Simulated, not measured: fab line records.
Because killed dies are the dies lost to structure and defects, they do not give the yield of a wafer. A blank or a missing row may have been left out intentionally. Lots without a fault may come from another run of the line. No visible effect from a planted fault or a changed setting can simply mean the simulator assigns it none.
Which of the tools did it? | flow berkeley_cmos170 | 7 lots (21 wafers sampled), 1 step of a 331-step route

## WHAT THE GAUGES READ, wafer by wafer
UCB170_PSD_OVL_MEAS_07.
lot  | measured     | on         | PSD_OVL (nm)
L175 | day 8 05:08  | overlay-01 | 0 1 1
L179 | day 9 09:18  | overlay-01 | -5 -1 -6
L181 | day 9 09:43  | overlay-01 | 7 8 2
L187 | day 11 00:09 | overlay-02 | 3 9 6
L192 | day 12 05:14 | overlay-01 | 5 6 -5
L194 | day 13 20:01 | overlay-01 | 14 10 12
L196 | day 14 04:17 | overlay-02 | -7 -11 1

## WHAT TOOL EACH LOT RAN ON (gives the tool, then ch and the chambers of the sampled wafers, and finally the start)
The record shows no process step preceding these readings.

## THE ANSWER, worked out from the rows above alone
Rule: the usual values come from the lots themselves. Put in order of their means at a reading, lots are off if they are a third of the lots or fewer, leave a main group of 4 or more, and stand apart from it by a gap of 3 or more times the standard deviation of the main group's means; of several such gaps the widest counts. A main group whose means are all the same, to the digits that the tables above print for the reading, isn't used. Also off: a lot with no number at a reading for which 4 or more lots have one. Where the step has rows for the other lots, those lots are counted as sound.
No lot is off at any reading shown: from this, nothing can be told.

## WHAT THE SIMULATOR HAD PUT IN
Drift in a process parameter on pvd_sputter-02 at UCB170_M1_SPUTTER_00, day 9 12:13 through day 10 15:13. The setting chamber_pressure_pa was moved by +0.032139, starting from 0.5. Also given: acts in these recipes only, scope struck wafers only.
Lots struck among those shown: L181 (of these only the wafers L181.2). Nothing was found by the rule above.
